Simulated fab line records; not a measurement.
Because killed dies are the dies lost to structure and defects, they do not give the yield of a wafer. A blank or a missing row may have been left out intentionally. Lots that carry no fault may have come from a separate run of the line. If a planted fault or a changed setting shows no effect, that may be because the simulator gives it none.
Split-lot experiment	flow berkeley-cmos170	5 lots, 23 wafers read, on a route of 331 steps

## THE SPLIT
At UCB170_NLDD_COAT_01 (resist thk 900 nm), the setting resist-thk-nm was moved away from the recipe's 900 nm on 10 of the 23 wafers read, by -5.3% to +5.7%. The other wafers ran this setting at the recipe's value.

Reading taken at the split's own step.

## THE READING
KrF_of_NLDD_COAT_01.thk-nm (the simulator's own value, which no gauge read), in nm, at UCB170_NLDD_COAT_01 (resist thk 900 nm). The file gives no usual value for it. Across the 13 wafers here that went through the recipe, the average is 899.6 nm and the standard deviation 3.2 nm.

wafer	tool, chamber at the split	resist-thk-nm as run, nm	against the recipe	KrF_of_NLDD_COAT_01.thk-nm, nm	against lot-mates on the recipe
L075.1	litho-track-01, 0	900	recipe	897.1	-
L075.2	litho-track-01, 0	914	+1.6%	913.5	+16.0
L075.3	litho-track-01, 0	900	recipe	897.8	-
L075.4	litho-track-01, 0	914	+1.6%	911.5	+14.0
L075.5	litho-track-01, 0	914	+1.6%	912.4	+14.9
L079.2	litho-track-01, 0	900	recipe	903.7	-
L079.3	litho-track-01, 0	900	recipe	899.7	-
L079.4	litho-track-01, 0	900	recipe	899.4	-
L079.5	litho-track-01, 0	951.3	+5.7%	953.1	+52.2
L079.6	litho-track-01, 0	951.3	+5.7%	953	+52.1
L082.1	litho-track-02, 0	900	recipe	902.3	-
L082.2	litho-track-02, 0	900	recipe	901.5	-
L082.4	litho-track-02, 0	925.4	+2.8%	925.8	+24.3
L082.5	litho-track-02, 0	925.4	+2.8%	924.1	+22.6
L082.6	litho-track-02, 0	900	recipe	900.8	-
L083.1	litho-track-04, 0	852.2	-5.3%	851.6	-51.9
L083.2	litho-track-04, 0	900	recipe	903.8	-
L083.3	litho-track-04, 0	900	recipe	903.1	-
L083.4	litho-track-04, 0	852.2	-5.3%	853.5	-50.0
L083.6	litho-track-04, 0	852.2	-5.3%	852.5	-51.0
L084.1	litho-track-02, 0	900	recipe	895.3	-
L084.2	litho-track-02, 0	900	recipe	895.2	-
L084.5	litho-track-02, 0	900	recipe	894.6	-

THE FIT
A straight line over all 23 wafers: KrF_of_NLDD_COAT_01.thk-nm changes by +9.04 nm for each +1% of resist-thk-nm; r = +0.99; the points scatter about the line by 2.7 nm.
The same after taking each lot's own level away (the mean of its wafers on the recipe; 23 wafers): +9.32 nm for each +1%; r = +1.00; scatter 1.4 nm.
The reading moves by 53 nm for the largest change in resist-thk-nm, on that fit.
The lots' own levels span 895.03 to 903.45 nm, that is 2.6 times the standard deviation above.
The two slopes agree, so the slope changes little with the lot-to-lot level.
Check: +52.8 nm against its lot-mates is what the line predicts for one of the wafers moved furthest among these (+5.7%) when that wafer is left out of the fit. Against them it came out at +52.2 nm.

## OTHER SPLITS ON THESE WAFERS
These wafers also went through other splits before the reading. Each is held against what the fit with the lots' levels taken away leaves over:
other split on the same wafers	wafers away from the commonest value	r with KrF_of_NLDD_COAT_01.thk-nm (lot level and that fit taken away)
UCB170_GATE_EXPOSE_09 dose-mj	7	-0.03

## THE WHOLE CHAIN: every reading that the file lists as answering this split, in the file's order
step	what it does	reading	change (the file's fit)	r (the file's)
UCB170_NLDD_COAT_01	resist thk 900 nm	KrF_of_NLDD_COAT_01.thk-nm (the simulator's own value, which no gauge read)	+9.24 nm for each +1% of the setting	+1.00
UCB170_NLDD_STRIP_10	strips in O2	strip-time-to-endpoint-s	withheld for each +1% of the setting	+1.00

## FILE'S OWN FIT
KrF_of_NLDD_COAT_01.thk-nm changes by +9.24 nm for each +1% of resist-thk-nm, r = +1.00.
